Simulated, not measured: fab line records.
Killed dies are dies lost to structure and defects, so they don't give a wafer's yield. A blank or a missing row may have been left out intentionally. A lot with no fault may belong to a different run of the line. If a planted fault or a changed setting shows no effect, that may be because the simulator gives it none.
Chamber matching | flow berkeleyCmos170 | rieDiel-04 running UCB170_M1_ETCH_11: 4 sister chambers
The step etches BARC in N2/H2. 16 wafers are shown with their chamber, then 8 later ones without.

EACH WAFER AND ITS CHAMBER
wafer  | chamber | throttleValvePct (%) | oesProductAu (a.u.) | drypumpMotorCurrentA (A)
L079.1 | 1       | 13.63                | 0.993               | 5.9
L079.3 | 0       | 13.49                | 0.970               | 5.7
L079.5 | 1       | 13.63                | 0.994               | 5.9
L078.2 | 1       | 13.62                | 0.989               | 5.9
L078.4 | 3       | 13.49                | 1.041               | 5.9
L078.6 | 1       | 13.64                | 0.993               | 5.8
L086.1 | 3       | 13.50                | 1.051               | 5.9
L086.2 | 0       | 13.48                | 0.978               | 5.7
L086.6 | 0       | 13.47                | 0.980               | 5.7
L083.1 | 3       | 13.49                | 1.055               | 6.0
L083.4 | 3       | 13.48                | 1.058               | 5.9
L083.5 | 2       | 13.40                | 0.991               | 6.2
L089.1 | 0       | 13.48                | 0.989               | 5.7
L089.2 | 1       | 13.64                | 0.989               | 5.9
L089.4 | 3       | 13.50                | 1.047               | 5.9
L092.3 | 3       | 13.50                | 1.051               | 5.8

SIGNATURES (means of the wafers above)
reading              | chamber 0 | chamber 1 | chamber 2 | chamber 3 | scatter within a chamber
throttleValvePct     | 13.4800   | 13.6320   | 13.4000   | 13.4933   | 0.00823
oesProductAu         | 0.97925   | 0.99160   | 0.99100   | 1.05050   | 0.00567
drypumpMotorCurrentA | 5.700     | 5.880     | 6.200     | 5.900     | 0.0483
Rule: for a wafer and a chamber, the distance is found by dividing, reading by reading, the gap between the wafer's reading and the chamber's mean by the reading's scatter, squaring, summing and taking the root. The wafer belongs to the nearest chamber; if the next one is less than 2 further off, it can't be placed. The scatter: the root of (the sum of the squares of (reading less its chamber's mean) over the shown wafers, divided by (wafers less chambers)).

WAFERS WHOSE CHAMBER IS MISSING
wafer  | throttleValvePct (%) | oesProductAu (a.u.) | drypumpMotorCurrentA (A)
L092.4 | 13.63                | 1.012               | 5.8
L092.5 | 13.63                | 1.006               | 5.8
L096.1 | 13.51                | 1.040               | 5.8
L096.3 | 13.49                | 0.982               | 5.7
L096.5 | 13.61                | 0.999               | 5.8
L097.1 | 13.38                | 0.996               | 6.2
L097.2 | 13.48                | 1.052               | 5.9
L097.6 | 13.61                | 0.993               | 5.8

WHICH CHAMBER EACH ONE RAN IN
wafer  | from the rows above | in truth
L092.4 | 1                   | 1
L092.5 | 1                   | 1
L096.1 | 3                   | 3
L096.3 | 0                   | 0
L096.5 | 1                   | 1
L097.1 | 2                   | 2
L097.2 | 3                   | 3
L097.6 | 1                   | 1
Correct placement for 8 of the 8. Not placeable from these rows: 0. Number placed wrongly: 0.
